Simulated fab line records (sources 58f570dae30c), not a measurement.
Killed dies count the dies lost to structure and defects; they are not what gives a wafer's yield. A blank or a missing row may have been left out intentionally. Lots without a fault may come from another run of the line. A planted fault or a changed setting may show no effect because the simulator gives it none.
The same fault as seen by 2 desks ; flow berkeley-cmos170 ; every desk sees just its own numbers, and what lay behind them comes last

## AT THE METROLOGY DESK
What the gauges read, lot by lot, whatever tool the lot ran on: means of the sampled wafers that have a number. A lot is out of limits, marked OUT, if its mean lies more than 4 standard deviations from the usual mean; the brackets give that distance.
Columns: A = V1_BOW at UCB170_V1_BOW_MEAS_03, usual 19 um; B = cd-nm at UCB170_M2_CD_MEAS_15, usual 700.0 nm
lot;first seen here;A;B
L142;day 7 23:34;13;701.0
L141;day 7 23:50;13;700.8
L145;day 8 09:11;23;699.9
L144;day 8 10:32;19;701.4
L150;day 8 22:14;16;698.0
L149;day 8 22:15;15;699.3
L151;day 9 12:33;22;699.4
L152;day 9 12:37;24;698.0
L154;day 10 05:10;27;700.3
L159;day 11 06:24;18;698.0
L160;day 11 15:16;20;700.6
L162;day 11 15:17;22;698.7
L163;day 11 15:38;23;700.6
L164;day 11 21:18;18;699.3
This desk found nothing out of limits on any of the 14 lots.

## THE TOOL OWNER'S DESK: rie-diel-02
The tool's own readings at UCB170_V1_ETCH_14 (etches SiO2 in CHF3/CF4/Ar, stops on Al, target depth 1250 nm, time 291 s): means of the sampled wafers that have a number, for each lot that ran on this tool. A lot is out of limits, marked OUT, if its mean lies more than 4 standard deviations from the usual mean; the brackets give that distance.
Columns: A = drypump-motor-current-A at UCB170_V1_ETCH_14, usual 5.82 A; B = oes-product-au at UCB170_V1_ETCH_14, usual 0.868 a.u.; C = throttle-valve-pct at UCB170_V1_ETCH_14, usual 6.94 %
lot;first seen here;A;B;C
L144;day 8 13:26;5.87;0.855;6.84
L150;day 9 00:48;5.94;0.862;6.78
L152;day 9 14:19;5.76;0.865;6.83
L159;day 11 08:17;5.74;0.864;6.97
L160;day 11 17:08;5.91;0.862;6.88
This desk found nothing out of limits on any of the 5 lots.

## BROUGHT TOGETHER
The metrology desk saw nothing out of limits.
The desk of the tool owner found nothing out of limits.

## WHAT HAD BEEN PUT IN BY THE SIMULATOR
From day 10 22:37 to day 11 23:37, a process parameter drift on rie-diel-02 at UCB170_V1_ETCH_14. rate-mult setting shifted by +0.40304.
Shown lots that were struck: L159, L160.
